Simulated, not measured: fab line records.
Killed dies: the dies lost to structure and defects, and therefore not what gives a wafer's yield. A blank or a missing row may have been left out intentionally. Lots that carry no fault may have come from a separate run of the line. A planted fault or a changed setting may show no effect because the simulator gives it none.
Which tool did it? | flow berkeley-cmos170 | 39 wafers sampled from 13 lots at 1 step of a route of 331

== WHAT THE GAUGES READ, wafer by wafer ==
Not one reading of a measure or inspect step in the record can be checked against a usual standard deviation.

== TOOL THAT RAN EACH LOT (tool first, then ch and the chambers of the sampled wafers, then the start) ==
lot  | UCB170_NLDD_STRIP_10
L876 | plasma-asher-02 ch 0, day 6 21:30
L874 | plasma-asher-03 ch 0,1, day 6 22:15
L878 | plasma-asher-03 ch 0,1, day 7 08:41
L882 | plasma-asher-03 ch 0,1, day 8 06:50
L883 | plasma-asher-01 ch 0,1, day 8 07:14
L889 | plasma-asher-01 ch 0,1, day 9 19:30
L890 | plasma-asher-03 ch 0,1, day 10 08:03
L891 | plasma-asher-02 ch 0,1, day 10 08:20
L892 | plasma-asher-03 ch 0,1, day 10 08:50
L895 | plasma-asher-01 ch 0,1, day 10 20:27
L894 | plasma-asher-03 ch 0,1, day 10 20:41
L893 | plasma-asher-02 ch 0,1, day 10 20:58
L897 | plasma-asher-02 ch 0,1, day 11 09:32
- UCB170_NLDD_STRIP_10: strips in O2.

== AS READ BY THE TOOLS THEMSELVES (means over the sampled wafers that have a number; for cases with no such wafer, the mark the record gives instead) ==
UCB170_NLDD_STRIP_10. Usual: drypump-motor-current-A 5.6 A, standard deviation 0.51; o2-flow-sccm 400.1 sccm, standard deviation 1.2; oes-product-au 0.734 a.u., standard deviation 0.0046; strip-time-to-endpoint-s 21.66 s, standard deviation 0.06.
lot  | tool            | drypump-motor-current-A (A) | o2-flow-sccm (sccm) | oes-product-au (a.u.) | strip-time-to-endpoint-s (s) | flag
L876 | plasma-asher-02 | 5.4                         | 400.0               | 0.733                 | 21.69                        |
L874 | plasma-asher-03 | 5.7                         | 399.0               | 0.733                 | 21.59                        |
L878 | plasma-asher-03 | 5.6                         | 399.5               | 0.734                 | 21.57                        |
L882 | plasma-asher-03 | 5.6                         | 399.4               | 0.980                 | -                            | OFF
L883 | plasma-asher-01 | 6.1                         | 401.2               | 0.733                 | 21.71                        |
L889 | plasma-asher-01 | 6.3                         | 400.3               | 0.733                 | 21.71                        |
L890 | plasma-asher-03 | 5.6                         | 399.1               | 0.735                 | 21.66                        |
L891 | plasma-asher-02 | 5.2                         | 400.1               | 0.735                 | 21.69                        |
L892 | plasma-asher-03 | 5.7                         | 400.8               | 0.736                 | 21.77                        |
L895 | plasma-asher-01 | 6.4                         | 399.6               | 0.735                 | 21.75                        |
L894 | plasma-asher-03 | 5.7                         | 400.7               | 0.732                 | 21.69                        |
L893 | plasma-asher-02 | 5.2                         | 400.5               | 0.731                 | 21.63                        |
L897 | plasma-asher-02 | 5.2                         | 400.4               | 0.731                 | 21.63                        |

== THE ANSWER, worked out from the rows above alone ==
Rule: a lot counts as off when the mean over its wafers that have a number is more than 3 standard deviations away from the usual mean. A lot without any number at a reading at which 4 lots or more have one is off too. Where the step has rows for the other lots, those lots are counted as sound. First the gauges in route order, then the tools' own readings, where a lot's mean is used as printed above. At the first step where some lot is off, the reading lying furthest off is the one used; lots without a number count as furthest.
Off at UCB170_NLDD_STRIP_10 (strip-time-to-endpoint-s): L882. Without a number there: L882.
If a tool, at that step or one of the process steps before it, ran each lot that is off and ran no sound lot following the first of them, it fits. None of those tried fits.

== WHAT THE SIMULATOR HAD INSERTED ==
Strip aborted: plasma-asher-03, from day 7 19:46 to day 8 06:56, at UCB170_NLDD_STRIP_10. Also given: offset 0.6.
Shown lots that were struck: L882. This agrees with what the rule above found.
